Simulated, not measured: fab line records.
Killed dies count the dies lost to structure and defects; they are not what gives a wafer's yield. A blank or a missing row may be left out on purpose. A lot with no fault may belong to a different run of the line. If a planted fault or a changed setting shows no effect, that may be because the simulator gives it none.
fab line records / flow rit-cmos
[record] lots = 14 wafers = 42 last-day = 7
route steps=202 shown ACTIVE@14 PSD@151 SDANNEAL@156 CONTACT@176
lots that met no fault: taken from a fault-free run of the same line
start-h: the number of hours between the record's first day and the start of the first shown wafer of the lot / wait-h: hours elapsed since this lot's preceding step / " as in the row above / L1.1+2: a single row standing in for several wafers / - no value present, or no start provided / * or withheld: withheld / < > ~ a bound
route shown NAME@n: names a module that has steps shown in the file, with the first one's number in the route / usual: mean/standard deviation of fault-free wafers / same: alike in all rows / chamber/n: place in a boat / sites: the reading at each site / _std_site: standard deviation of those values / _edge_site: inner sites' mean taken away from outer sites' mean / radius-mm: for every site, how far away it sits from the centre of the wafer / mask NAME#n: copy n / behind: the most recent tool/chamber to have shaped the wafer / hold: why the lot went on hold/how many hours it stayed there/how the hold came to an end / device: the n, p or np transistor that did not switch / end of line: tests run on the same wafers once the route is complete / a step with no rows: only its recipe / killed: count of dies lost to structure and defects at first sort (not the wafer's yield) / map: dies across one wafer; x = killed, . = not, _ = none there
set.NAME: the run value of the setting; set.NAME@STEP: its run value at that earlier step / model.NAME: the simulator's own value behind a step, which no gauge read
steps of the route over a sample of lots; a table a step, a row a wafer
services: from which hour (start-h, from the record's first day; less than 0 if before it) a tool's chamber was out of use, for how many hours, and why
[[steps]]
[step RIT_ACTIVE_ETCH_13]
[recipe] stop-on = SiO2 chemistry = SF6 target = Si3N4 time-s = 210 over-etch-frac = 0.4 SF6_flow_sccm = 200 pressure-mtorr = 260 rf-w = 125 target-depth-a = 2100
[usual] drypump-motor-current-A = 5.7/0.4 oes-product-au = 0.812/0.014 throttle-valve-pct = 7.54/0.076
lot.wafer=L350.1 tool=rie-diel-02 chamber=0 start-h=15.38 wait-h=0.1 drypump-motor-current-A=5.3 oes-product-au=0.791 rf-hours-counter-h=3 throttle-valve-pct=7.56
lot.wafer=L350.2 tool=rie-diel-02 chamber=2 start-h=15.38 wait-h=0.1 drypump-motor-current-A=5.6 oes-product-au=0.804 rf-hours-counter-h=57 throttle-valve-pct=7.50
lot.wafer=L350.3 tool=rie-diel-02 chamber=1 start-h=15.38 wait-h=0.1 drypump-motor-current-A=4.9 oes-product-au=0.837 rf-hours-counter-h=149 throttle-valve-pct=7.47
lot.wafer=L351.2 tool=rie-diel-04 chamber=1 start-h=19.94 wait-h=0.1 drypump-motor-current-A=5.7 oes-product-au=0.804 rf-hours-counter-h=83 throttle-valve-pct=7.48
lot.wafer=L351.3 tool=rie-diel-04 chamber=2 start-h=19.94 wait-h=0.1 drypump-motor-current-A=6.2 oes-product-au=0.790 rf-hours-counter-h=7 throttle-valve-pct=7.62
lot.wafer=L351.4 tool=rie-diel-04 chamber=3 start-h=19.94 wait-h=0.1 drypump-motor-current-A=5.5 oes-product-au=0.827 rf-hours-counter-h=1 throttle-valve-pct=7.63
lot.wafer=L352.1 tool=rie-diel-04 chamber=0 start-h=25.91 wait-h=0.1 drypump-motor-current-A=6.2 oes-product-au=0.813 rf-hours-counter-h=5 throttle-valve-pct=7.56
lot.wafer=L352.2 tool=rie-diel-04 chamber=1 start-h=25.91 wait-h=0.1 drypump-motor-current-A=5.8 oes-product-au=0.808 rf-hours-counter-h=83 throttle-valve-pct=7.48
lot.wafer=L352.5 tool=rie-diel-04 chamber=0 start-h=25.91 wait-h=0.1 drypump-motor-current-A=6.2 oes-product-au=0.800 rf-hours-counter-h=- throttle-valve-pct=7.56
lot.wafer=L354.1 tool=rie-diel-02 chamber=3 start-h=34.71 wait-h=0.1 drypump-motor-current-A=6.0 oes-product-au=0.985 rf-hours-counter-h=118 throttle-valve-pct=7.67
lot.wafer=L354.4 tool=rie-diel-02 chamber=0 start-h=34.71 wait-h=0.1 drypump-motor-current-A=5.3 oes-product-au=0.952 rf-hours-counter-h=- throttle-valve-pct=7.58
lot.wafer=L354.5 tool=rie-diel-02 chamber=2 start-h=34.71 wait-h=0.1 drypump-motor-current-A=5.6 oes-product-au=0.960 rf-hours-counter-h=- throttle-valve-pct=7.49
lot.wafer=L355.1 tool=rie-diel-02 chamber=0 start-h=39.83 wait-h=0.1 drypump-motor-current-A=5.3 oes-product-au=0.943 rf-hours-counter-h=4 throttle-valve-pct=7.57
lot.wafer=L355.3 tool=rie-diel-02 chamber=1 start-h=39.83 wait-h=0.1 drypump-motor-current-A=4.9 oes-product-au=0.977 rf-hours-counter-h=149 throttle-valve-pct=7.45
lot.wafer=L355.4 tool=rie-diel-02 chamber=3 start-h=39.83 wait-h=0.1 drypump-motor-current-A=6.0 oes-product-au=0.969 rf-hours-counter-h=118 throttle-valve-pct=7.66
lot.wafer=L357.1 tool=rie-diel-04 chamber=2 start-h=50.55 wait-h=0.1 drypump-motor-current-A=6.2 oes-product-au=0.799 rf-hours-counter-h=7 throttle-valve-pct=7.62
lot.wafer=L357.3 tool=rie-diel-04 chamber=3 start-h=50.55 wait-h=0.1 drypump-motor-current-A=5.4 oes-product-au=0.831 rf-hours-counter-h=2 throttle-valve-pct=7.63
lot.wafer=L357.4 tool=rie-diel-04 chamber=1 start-h=50.55 wait-h=0.1 drypump-motor-current-A=5.7 oes-product-au=0.811 rf-hours-counter-h=84 throttle-valve-pct=7.48
lot.wafer=L362.1 tool=rie-diel-03 chamber=3 start-h=74.71 wait-h=0.1 drypump-motor-current-A=5.9 oes-product-au=0.802 rf-hours-counter-h=66 throttle-valve-pct=7.42
lot.wafer=L362.3 tool=rie-diel-03 chamber=1 start-h=74.71 wait-h=0.1 drypump-motor-current-A=6.1 oes-product-au=0.812 rf-hours-counter-h=58 throttle-valve-pct=7.44
lot.wafer=L362.4 tool=rie-diel-03 chamber=0 start-h=74.71 wait-h=0.1 drypump-motor-current-A=5.3 oes-product-au=0.797 rf-hours-counter-h=137 throttle-valve-pct=7.58
lot.wafer=L363.2 tool=rie-diel-04 chamber=0 start-h=79.71 wait-h=0.1 drypump-motor-current-A=6.2 oes-product-au=0.804 rf-hours-counter-h=6 throttle-valve-pct=7.55
lot.wafer=L363.4 tool=rie-diel-04 chamber=1 start-h=79.71 wait-h=0.1 drypump-motor-current-A=5.8 oes-product-au=0.803 rf-hours-counter-h=85 throttle-valve-pct=7.47
lot.wafer=L363.5 tool=rie-diel-04 chamber=1 start-h=79.71 wait-h=0.1 drypump-motor-current-A=5.7 oes-product-au=0.807 rf-hours-counter-h=- throttle-valve-pct=7.47
lot.wafer=L364.2 tool=rie-diel-04 chamber=3 start-h=84.71 wait-h=0.1 drypump-motor-current-A=5.4 oes-product-au=0.815 rf-hours-counter-h=2 throttle-valve-pct=7.61
lot.wafer=L364.3 tool=rie-diel-04 chamber=1 start-h=84.71 wait-h=0.1 drypump-motor-current-A=5.7 oes-product-au=0.811 rf-hours-counter-h=85 throttle-valve-pct=7.48
lot.wafer=L364.6 tool=rie-diel-04 chamber=1 start-h=84.71 wait-h=0.1 drypump-motor-current-A=5.7 oes-product-au=0.806 rf-hours-counter-h=- throttle-valve-pct=7.47
lot.wafer=L368.2 tool=rie-diel-03 chamber=0 start-h=104.79 wait-h=0.1 drypump-motor-current-A=5.3 oes-product-au=0.796 rf-hours-counter-h=138 throttle-valve-pct=7.59
lot.wafer=L368.4 tool=rie-diel-03 chamber=3 start-h=104.79 wait-h=0.1 drypump-motor-current-A=5.9 oes-product-au=0.800 rf-hours-counter-h=66 throttle-valve-pct=7.43
lot.wafer=L368.5 tool=rie-diel-03 chamber=1 start-h=104.79 wait-h=0.1 drypump-motor-current-A=6.1 oes-product-au=0.811 rf-hours-counter-h=- throttle-valve-pct=7.44
lot.wafer=L369.1 tool=rie-diel-04 chamber=3 start-h=109.83 wait-h=0.1 drypump-motor-current-A=5.5 oes-product-au=0.829 rf-hours-counter-h=3 throttle-valve-pct=7.63
lot.wafer=L369.2 tool=rie-diel-04 chamber=2 start-h=109.83 wait-h=0.1 drypump-motor-current-A=6.2 oes-product-au=0.796 rf-hours-counter-h=9 throttle-valve-pct=7.64
lot.wafer=L369.6 tool=rie-diel-04 chamber=0 start-h=109.83 wait-h=0.1 drypump-motor-current-A=6.2 oes-product-au=0.813 rf-hours-counter-h=- throttle-valve-pct=7.56
lot.wafer=L371.2 tool=rie-diel-04 chamber=1 start-h=119.71 wait-h=0.1 drypump-motor-current-A=5.7 oes-product-au=0.811 rf-hours-counter-h=86 throttle-valve-pct=7.48
lot.wafer=L371.3 tool=rie-diel-04 chamber=3 start-h=119.71 wait-h=0.1 drypump-motor-current-A=5.4 oes-product-au=0.828 rf-hours-counter-h=3 throttle-valve-pct=7.63
lot.wafer=L371.4 tool=rie-diel-04 chamber=0 start-h=119.71 wait-h=0.1 drypump-motor-current-A=6.2 oes-product-au=0.801 rf-hours-counter-h=7 throttle-valve-pct=7.57
lot.wafer=L372.1 tool=rie-diel-03 chamber=2 start-h=124.83 wait-h=0.1 drypump-motor-current-A=6.1 oes-product-au=0.831 rf-hours-counter-h=138 throttle-valve-pct=7.49
lot.wafer=L372.4 tool=rie-diel-03 chamber=1 start-h=124.83 wait-h=0.1 drypump-motor-current-A=6.1 oes-product-au=0.811 rf-hours-counter-h=59 throttle-valve-pct=7.44
lot.wafer=L372.5 tool=rie-diel-03 chamber=0 start-h=124.83 wait-h=0.1 drypump-motor-current-A=5.3 oes-product-au=0.800 rf-hours-counter-h=- throttle-valve-pct=7.59
lot.wafer=L373.3 tool=rie-diel-03 chamber=3 start-h=129.83 wait-h=0.1 drypump-motor-current-A=5.9 oes-product-au=0.817 rf-hours-counter-h=67 throttle-valve-pct=7.44
lot.wafer=L373.4 tool=rie-diel-03 chamber=2 start-h=129.83 wait-h=0.1 drypump-motor-current-A=6.0 oes-product-au=0.843 rf-hours-counter-h=138 throttle-valve-pct=7.49
lot.wafer=L373.6 tool=rie-diel-03 chamber=0 start-h=129.83 wait-h=0.1 drypump-motor-current-A=5.3 oes-product-au=0.810 rf-hours-counter-h=- throttle-valve-pct=7.59
[step RIT_PSD_STRIP_09]
[recipe] chemistry = O2 time-s = 180 resist = NOVOLAK platen-temp-c = withheld power-w = 500 pressure-mtorr = 4000 o2-flow-sccm = 4000
[usual] drypump-motor-current-A = 5.7/0.35
lot.wafer=L350.1 tool=plasma-asher-01 chamber=0 start-h=50.14 wait-h=0.1 drypump-motor-current-A=6.1 rf-hours-counter-h=27
lot.wafer=L350.2 tool=plasma-asher-01 chamber=1 start-h=50.14 wait-h=0.1 drypump-motor-current-A=5.8 rf-hours-counter-h=27
lot.wafer=L350.3 tool=plasma-asher-01 chamber=0 start-h=50.14 wait-h=0.1 drypump-motor-current-A=6.2 rf-hours-counter-h=-
lot.wafer=L351.2 tool=plasma-asher-02 chamber=1 start-h=53.06 wait-h=0.1 drypump-motor-current-A=5.5 rf-hours-counter-h=32
lot.wafer=L351.3 tool=plasma-asher-02 chamber=1 start-h=53.06 wait-h=0.1 drypump-motor-current-A=5.5 rf-hours-counter-h=-
lot.wafer=L351.4 tool=plasma-asher-02 chamber=0 start-h=53.06 wait-h=0.1 drypump-motor-current-A=5.6 rf-hours-counter-h=-
lot.wafer=L352.1 tool=plasma-asher-02 chamber=1 start-h=60.30 wait-h=0.1 drypump-motor-current-A=5.5 rf-hours-counter-h=33
lot.wafer=L352.2 tool=plasma-asher-02 chamber=0 start-h=60.30 wait-h=0.1 drypump-motor-current-A=5.6 rf-hours-counter-h=33
lot.wafer=L352.5 tool=plasma-asher-02 chamber=0 start-h=60.30 wait-h=0.1 drypump-motor-current-A=5.6 rf-hours-counter-h=-
lot.wafer=L354.1 tool=plasma-asher-04 chamber=1 start-h=70.88 wait-h=0.1 drypump-motor-current-A=5.0 rf-hours-counter-h=47
lot.wafer=L354.4 tool=plasma-asher-04 chamber=1 start-h=70.88 wait-h=0.1 drypump-motor-current-A=5.0 rf-hours-counter-h=-
lot.wafer=L354.5 tool=plasma-asher-04 chamber=1 start-h=70.88 wait-h=0.1 drypump-motor-current-A=5.0 rf-hours-counter-h=-
lot.wafer=L355.1 tool=plasma-asher-01 chamber=0 start-h=74.31 wait-h=0.1 drypump-motor-current-A=6.2 rf-hours-counter-h=30
lot.wafer=L355.3 tool=plasma-asher-01 chamber=1 start-h=74.31 wait-h=0.1 drypump-motor-current-A=5.8 rf-hours-counter-h=-
lot.wafer=L355.4 tool=plasma-asher-01 chamber=0 start-h=74.31 wait-h=0.1 drypump-motor-current-A=6.2 rf-hours-counter-h=-
lot.wafer=L357.1 tool=plasma-asher-04 chamber=1 start-h=84.33 wait-h=0.1 drypump-motor-current-A=5.1 rf-hours-counter-h=49
lot.wafer=L357.3 tool=plasma-asher-04 chamber=1 start-h=84.33 wait-h=0.1 drypump-motor-current-A=5.1 rf-hours-counter-h=-
lot.wafer=L357.4 tool=plasma-asher-04 chamber=0 start-h=84.33 wait-h=0.1 drypump-motor-current-A=5.4 rf-hours-counter-h=-
lot.wafer=L362.1 tool=plasma-asher-02 chamber=1 start-h=108.57 wait-h=0.1 drypump-motor-current-A=5.5 rf-hours-counter-h=40
lot.wafer=L362.3 tool=plasma-asher-02 chamber=1 start-h=108.57 wait-h=0.1 drypump-motor-current-A=5.5 rf-hours-counter-h=-
lot.wafer=L362.4 tool=plasma-asher-02 chamber=0 start-h=108.57 wait-h=0.1 drypump-motor-current-A=5.6 rf-hours-counter-h=-
lot.wafer=L363.2 tool=plasma-asher-01 chamber=1 start-h=113.36 wait-h=0.1 drypump-motor-current-A=5.7 rf-hours-counter-h=35
lot.wafer=L363.4 tool=plasma-asher-01 chamber=1 start-h=113.36 wait-h=0.1 drypump-motor-current-A=5.8 rf-hours-counter-h=-
lot.wafer=L363.5 tool=plasma-asher-01 chamber=0 start-h=113.36 wait-h=0.1 drypump-motor-current-A=6.2 rf-hours-counter-h=-
lot.wafer=L364.2 tool=plasma-asher-04 chamber=0 start-h=119.24 wait-h=0.1 drypump-motor-current-A=5.4 rf-hours-counter-h=54
lot.wafer=L364.3 tool=plasma-asher-04 chamber=1 start-h=119.24 wait-h=0.1 drypump-motor-current-A=5.0 rf-hours-counter-h=-
lot.wafer=L364.6 tool=plasma-asher-04 chamber=0 start-h=119.24 wait-h=0.1 drypump-motor-current-A=5.4 rf-hours-counter-h=-
lot.wafer=L368.2 tool=plasma-asher-04 chamber=0 start-h=139.37 wait-h=0.1 drypump-motor-current-A=5.4 rf-hours-counter-h=56
lot.wafer=L368.4 tool=plasma-asher-04 chamber=1 start-h=139.37 wait-h=0.1 drypump-motor-current-A=5.0 rf-hours-counter-h=-
lot.wafer=L368.5 tool=plasma-asher-04 chamber=0 start-h=139.37 wait-h=0.1 drypump-motor-current-A=5.4 rf-hours-counter-h=-
lot.wafer=L369.1 tool=plasma-asher-04 chamber=1 start-h=143.98 wait-h=0.1 drypump-motor-current-A=5.0 rf-hours-counter-h=56
lot.wafer=L369.2 tool=plasma-asher-04 chamber=0 start-h=143.98 wait-h=0.1 drypump-motor-current-A=5.4 rf-hours-counter-h=56
lot.wafer=L369.6 tool=plasma-asher-04 chamber=1 start-h=143.98 wait-h=0.1 drypump-motor-current-A=5.0 rf-hours-counter-h=-
lot.wafer=L371.2 tool=plasma-asher-01 chamber=1 start-h=155.69 wait-h=0.1 drypump-motor-current-A=5.7 rf-hours-counter-h=39
lot.wafer=L371.3 tool=plasma-asher-01 chamber=1 start-h=155.69 wait-h=0.1 drypump-motor-current-A=5.8 rf-hours-counter-h=-
lot.wafer=L371.4 tool=plasma-asher-01 chamber=0 start-h=155.69 wait-h=0.1 drypump-motor-current-A=6.2 rf-hours-counter-h=-
lot.wafer=L372.1 tool=plasma-asher-02 chamber=1 start-h=160.73 wait-h=0.1 drypump-motor-current-A=5.5 rf-hours-counter-h=5
lot.wafer=L372.4 tool=plasma-asher-02 chamber=1 start-h=160.73 wait-h=0.1 drypump-motor-current-A=5.6 rf-hours-counter-h=-
lot.wafer=L372.5 tool=plasma-asher-02 chamber=0 start-h=160.73 wait-h=0.1 drypump-motor-current-A=5.6 rf-hours-counter-h=-
lot.wafer=L373.3 tool=plasma-asher-01 chamber=0 start-h=169.35 wait-h=0.1 drypump-motor-current-A=6.2 rf-hours-counter-h=-
lot.wafer=L373.4 tool=plasma-asher-01 chamber=1 start-h=169.35 wait-h=0.1 drypump-motor-current-A=5.8 rf-hours-counter-h=-
lot.wafer=L373.6 tool=plasma-asher-01 chamber=1 start-h=169.35 wait-h=0.1 drypump-motor-current-A=5.8 rf-hours-counter-h=-
[step RIT_SDANNEAL_RTA_03]
[recipe] temp-c = 1050 time-s = 5 idle-temp-c = 600 ramp-up-c-per-s = 342 ramp-down-c-per-s = 171 cool-to-c = 600 ambient = N2
[usual] wafer_temp_C_max = 1053.4/1.2
lot.wafer=L350.1 tool=rtp-anneal-01 chamber=0 start-h=50.76 wait-h=0.0 wafer_temp_C_max=1053.4
lot.wafer=L350.2 tool=rtp-anneal-01 chamber=0 start-h=50.76 wait-h=0.0 wafer_temp_C_max=1054.3
lot.wafer=L350.3 tool=rtp-anneal-01 chamber=0 start-h=50.76 wait-h=0.0 wafer_temp_C_max=1056.1
lot.wafer=L351.2 tool=rtp-anneal-02 chamber=0 start-h=53.71 wait-h=0.0 wafer_temp_C_max=1052.3
lot.wafer=L351.3 tool=rtp-anneal-02 chamber=0 start-h=53.71 wait-h=0.0 wafer_temp_C_max=1052.6
lot.wafer=L351.4 tool=rtp-anneal-02 chamber=0 start-h=53.71 wait-h=0.0 wafer_temp_C_max=1052.7
lot.wafer=L352.1 tool=rtp-anneal-01 chamber=0 start-h=60.92 wait-h=0.0 wafer_temp_C_max=1052.0
lot.wafer=L352.2 tool=rtp-anneal-01 chamber=0 start-h=60.92 wait-h=0.0 wafer_temp_C_max=1051.9
lot.wafer=L352.5 tool=rtp-anneal-01 chamber=0 start-h=60.92 wait-h=0.0 wafer_temp_C_max=1051.7
lot.wafer=L354.1 tool=rtp-anneal-01 chamber=0 start-h=71.48 wait-h=0.0 wafer_temp_C_max=1052.7
lot.wafer=L354.4 tool=rtp-anneal-01 chamber=0 start-h=71.48 wait-h=0.0 wafer_temp_C_max=1052.5
lot.wafer=L354.5 tool=rtp-anneal-01 chamber=0 start-h=71.48 wait-h=0.0 wafer_temp_C_max=1055.2
lot.wafer=L355.1 tool=rtp-anneal-02 chamber=0 start-h=74.94 wait-h=0.0 wafer_temp_C_max=1052.5
lot.wafer=L355.3 tool=rtp-anneal-02 chamber=0 start-h=74.94 wait-h=0.0 wafer_temp_C_max=1056.1
lot.wafer=L355.4 tool=rtp-anneal-02 chamber=0 start-h=74.94 wait-h=0.0 wafer_temp_C_max=1053.2
lot.wafer=L357.1 tool=rtp-anneal-02 chamber=0 start-h=84.94 wait-h=0.0 wafer_temp_C_max=1052.7
lot.wafer=L357.3 tool=rtp-anneal-02 chamber=0 start-h=84.94 wait-h=0.0 wafer_temp_C_max=1054.5
lot.wafer=L357.4 tool=rtp-anneal-02 chamber=0 start-h=84.94 wait-h=0.0 wafer_temp_C_max=1053.5
lot.wafer=L362.1 tool=rtp-anneal-01 chamber=0 start-h=109.20 wait-h=0.0 wafer_temp_C_max=1055.0
lot.wafer=L362.3 tool=rtp-anneal-01 chamber=0 start-h=109.20 wait-h=0.0 wafer_temp_C_max=1054.5
lot.wafer=L362.4 tool=rtp-anneal-01 chamber=0 start-h=109.20 wait-h=0.0 wafer_temp_C_max=1053.0
lot.wafer=L363.2 tool=rtp-anneal-02 chamber=0 start-h=114.00 wait-h=0.0 wafer_temp_C_max=1053.3
lot.wafer=L363.4 tool=rtp-anneal-02 chamber=0 start-h=114.00 wait-h=0.0 wafer_temp_C_max=1053.5
lot.wafer=L363.5 tool=rtp-anneal-02 chamber=0 start-h=114.00 wait-h=0.0 wafer_temp_C_max=1052.3
lot.wafer=L364.2 tool=rtp-anneal-01 chamber=0 start-h=119.85 wait-h=0.0 wafer_temp_C_max=1053.7
lot.wafer=L364.3 tool=rtp-anneal-01 chamber=0 start-h=119.85 wait-h=0.0 wafer_temp_C_max=1052.5
lot.wafer=L364.6 tool=rtp-anneal-01 chamber=0 start-h=119.85 wait-h=0.0 wafer_temp_C_max=1054.4
lot.wafer=L368.2 tool=rtp-anneal-01 chamber=0 start-h=139.98 wait-h=0.0 wafer_temp_C_max=1052.7
lot.wafer=L368.4 tool=rtp-anneal-01 chamber=0 start-h=139.98 wait-h=0.0 wafer_temp_C_max=1052.3
lot.wafer=L368.5 tool=rtp-anneal-01 chamber=0 start-h=139.98 wait-h=0.0 wafer_temp_C_max=1053.7
lot.wafer=L369.1 tool=rtp-anneal-02 chamber=0 start-h=144.58 wait-h=0.0 wafer_temp_C_max=1053.0
lot.wafer=L369.2 tool=rtp-anneal-02 chamber=0 start-h=144.58 wait-h=0.0 wafer_temp_C_max=1051.4
lot.wafer=L369.6 tool=rtp-anneal-02 chamber=0 start-h=144.58 wait-h=0.0 wafer_temp_C_max=1054.6
lot.wafer=L371.2 tool=rtp-anneal-02 chamber=0 start-h=156.30 wait-h=0.0 wafer_temp_C_max=1053.0
lot.wafer=L371.3 tool=rtp-anneal-02 chamber=0 start-h=156.30 wait-h=0.0 wafer_temp_C_max=1052.9
lot.wafer=L371.4 tool=rtp-anneal-02 chamber=0 start-h=156.30 wait-h=0.0 wafer_temp_C_max=1055.2
lot.wafer=L372.1 tool=rtp-anneal-01 chamber=0 start-h=161.36 wait-h=0.0 wafer_temp_C_max=1051.2
lot.wafer=L372.4 tool=rtp-anneal-01 chamber=0 start-h=161.36 wait-h=0.0 wafer_temp_C_max=1055.2
lot.wafer=L372.5 tool=rtp-anneal-01 chamber=0 start-h=161.36 wait-h=0.0 wafer_temp_C_max=1052.8
lot.wafer=L373.3 tool=rtp-anneal-02 chamber=0 start-h=169.92 wait-h=0.0 wafer_temp_C_max=1055.4
lot.wafer=L373.4 tool=rtp-anneal-02 chamber=0 start-h=169.92 wait-h=0.0 wafer_temp_C_max=1055.1
lot.wafer=L373.6 tool=rtp-anneal-02 chamber=0 start-h=169.92 wait-h=0.0 wafer_temp_C_max=1053.9
[step RIT_CONTACT_CD_MEAS_08]
[recipe] target-cd-nm = 1000
[usual] cd-nm = 1000.6/2.3
lot.wafer=L350.1 tool=cd-sem-01 chamber=- start-h=53.38 wait-h=- cd-nm=1000.9
lot.wafer=L350.2 tool=cd-sem-01 chamber=- start-h=53.38 wait-h=- cd-nm=1000.4
lot.wafer=L350.3 tool=cd-sem-01 chamber=- start-h=53.38 wait-h=- cd-nm=999.9
lot.wafer=L351.2 tool=cd-sem-01 chamber=- start-h=55.97 wait-h=- cd-nm=998.3
lot.wafer=L351.3 tool=cd-sem-01 chamber=- start-h=55.97 wait-h=- cd-nm=999.2
lot.wafer=L351.4 tool=cd-sem-01 chamber=- start-h=55.97 wait-h=- cd-nm=995.7
lot.wafer=L352.1 tool=cd-sem-01 chamber=- start-h=63.24 wait-h=- cd-nm=1002.4
lot.wafer=L352.2 tool=cd-sem-01 chamber=- start-h=63.24 wait-h=- cd-nm=1001.9
lot.wafer=L352.5 tool=cd-sem-01 chamber=- start-h=63.24 wait-h=- cd-nm=1002.3
lot.wafer=L354.1 tool=cd-sem-01 chamber=- start-h=73.74 wait-h=- cd-nm=1004.6
lot.wafer=L354.4 tool=cd-sem-01 chamber=- start-h=73.74 wait-h=- cd-nm=1002.3
lot.wafer=L354.5 tool=cd-sem-01 chamber=- start-h=73.74 wait-h=- cd-nm=1001.8
lot.wafer=L355.1 tool=cd-sem-01 chamber=- start-h=77.29 wait-h=- cd-nm=1000.9
lot.wafer=L355.3 tool=cd-sem-01 chamber=- start-h=77.29 wait-h=- cd-nm=1001.0
lot.wafer=L355.4 tool=cd-sem-01 chamber=- start-h=77.29 wait-h=- cd-nm=1000.9
lot.wafer=L357.1 tool=cd-sem-01 chamber=- start-h=87.20 wait-h=- cd-nm=997.7
lot.wafer=L357.3 tool=cd-sem-01 chamber=- start-h=87.20 wait-h=- cd-nm=998.3
lot.wafer=L357.4 tool=cd-sem-01 chamber=- start-h=87.20 wait-h=- cd-nm=999.3
lot.wafer=L362.1 tool=cd-sem-01 chamber=- start-h=111.65 wait-h=- cd-nm=994.8
lot.wafer=L362.3 tool=cd-sem-01 chamber=- start-h=111.65 wait-h=- cd-nm=999.0
lot.wafer=L362.4 tool=cd-sem-01 chamber=- start-h=111.65 wait-h=- cd-nm=992.5
lot.wafer=L363.2 tool=cd-sem-02 chamber=- start-h=116.15 wait-h=- cd-nm=1001.2
lot.wafer=L363.4 tool=cd-sem-02 chamber=- start-h=116.15 wait-h=- cd-nm=1001.1
lot.wafer=L363.5 tool=cd-sem-02 chamber=- start-h=116.15 wait-h=- cd-nm=1000.0
lot.wafer=L364.2 tool=cd-sem-01 chamber=- start-h=122.11 wait-h=- cd-nm=999.7
lot.wafer=L364.3 tool=cd-sem-01 chamber=- start-h=122.11 wait-h=- cd-nm=1001.5
lot.wafer=L364.6 tool=cd-sem-01 chamber=- start-h=122.11 wait-h=- cd-nm=999.4
lot.wafer=L368.2 tool=cd-sem-01 chamber=- start-h=142.12 wait-h=- cd-nm=1000.5
lot.wafer=L368.4 tool=cd-sem-01 chamber=- start-h=142.12 wait-h=- cd-nm=1002.0
lot.wafer=L368.5 tool=cd-sem-01 chamber=- start-h=142.12 wait-h=- cd-nm=1001.4
lot.wafer=L369.1 tool=cd-sem-02 chamber=- start-h=146.84 wait-h=- cd-nm=1000.9
lot.wafer=L369.2 tool=cd-sem-02 chamber=- start-h=146.84 wait-h=- cd-nm=1000.1
lot.wafer=L369.6 tool=cd-sem-02 chamber=- start-h=146.84 wait-h=- cd-nm=1001.5
lot.wafer=L371.2 tool=cd-sem-02 chamber=- start-h=158.57 wait-h=- cd-nm=1000.2
lot.wafer=L371.3 tool=cd-sem-02 chamber=- start-h=158.57 wait-h=- cd-nm=1003.5
lot.wafer=L371.4 tool=cd-sem-02 chamber=- start-h=158.57 wait-h=- cd-nm=1001.6
lot.wafer=L372.1 tool=cd-sem-02 chamber=- start-h=163.75 wait-h=- cd-nm=1002.2
lot.wafer=L372.4 tool=cd-sem-02 chamber=- start-h=163.75 wait-h=- cd-nm=999.4
lot.wafer=L372.5 tool=cd-sem-02 chamber=- start-h=163.75 wait-h=- cd-nm=1000.2
lot.wafer=L373.3 tool=cd-sem-02 chamber=- start-h=172.20 wait-h=- cd-nm=997.7
lot.wafer=L373.4 tool=cd-sem-02 chamber=- start-h=172.20 wait-h=- cd-nm=995.2
lot.wafer=L373.6 tool=cd-sem-02 chamber=- start-h=172.20 wait-h=- cd-nm=997.5
[[services]]
tool=rie-diel-03 chamber=0 start-h=22.45 hours=14.5 kind=repair
tool=rie-diel-03 chamber=2 start-h=26.62 hours=7.9 kind=repair
tool=rie-diel-02 chamber=1 start-h=32.02 hours=2.8 kind=repair
tool=rie-diel-02 chamber=1 start-h=58.30 hours=5.1 kind=repair
tool=rie-diel-03 chamber=1 start-h=82.04 hours=5.8 kind=repair
tool=rie-diel-02 chamber=1 start-h=90.58 hours=3.9 kind=repair
tool=rie-diel-02 chamber=2 start-h=104.33 hours=14.5 kind=repair
tool=plasma-asher-02 chamber=- start-h=108.75 hours=9.0 kind=pm
tool=plasma-asher-02 chamber=0 start-h=108.75 hours=9.0 kind=vent-cycle
tool=plasma-asher-02 chamber=1 start-h=108.75 hours=9.0 kind=vent-cycle
tool=rie-diel-04 chamber=- start-h=116.13 hours=2.8 kind=pm
tool=plasma-asher-02 chamber=0 start-h=117.75 hours=- kind=clean
tool=plasma-asher-02 chamber=1 start-h=117.75 hours=- kind=clean
tool=rie-diel-02 chamber=0 start-h=128.17 hours=2.4 kind=repair
tool=rie-diel-02 chamber=1 start-h=143.58 hours=- kind=clean
tool=rie-diel-02 chamber=1 start-h=143.58 hours=21.6 kind=scheduled-down
tool=rie-diel-02 chamber=1 start-h=143.58 hours=21.6 kind=vent-cycle
tool=rie-diel-02 chamber=2 start-h=143.72 hours=1.5 kind=repair
tool=rie-diel-03 chamber=0 start-h=164.10 hours=3.5 kind=repair
[[key]]
[first-sign] step = RIT_ACTIVE_ETCH_13 reading = oes-product-au direction = up sigmas = 11 usual = 0.812 struck = 0.964
effect none on later readings
met-at RIT_ACTIVE_ETCH_13
struck-lots L354,L355
sort-left-out L354.1,L354.4,L354.5,L355.1,L355.3,L355.4
tester-left-out L354,L355
not-acting-at RIT_PSD_STRIP_09,RIT_SDANNEAL_RTA_03,RIT_CONTACT_CD_MEAS_08
onset-between 15.38 34.71
[fault] kind = process-parameter-drift tool = rie-diel-02 chamber = - onset-h = 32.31 steps = RIT_ACTIVE_ETCH_13 channel = target-depth-a offset = -547.67 shape = step end-h = 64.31 acts-in = these-recipes-only stated = 2100
// tester-left-out: of these lots the tester's yield and bins aren't shown, on N5 and GAA mostly nor the transistor test; their killed dies are dies lost to structure and defects alone, not to doping, threshold or leakage, so they don't give the yield
// sort-left-out: the simulated sort isn't trusted on such a fault, so these wafers' sort isn't shown, and their yield isn't known
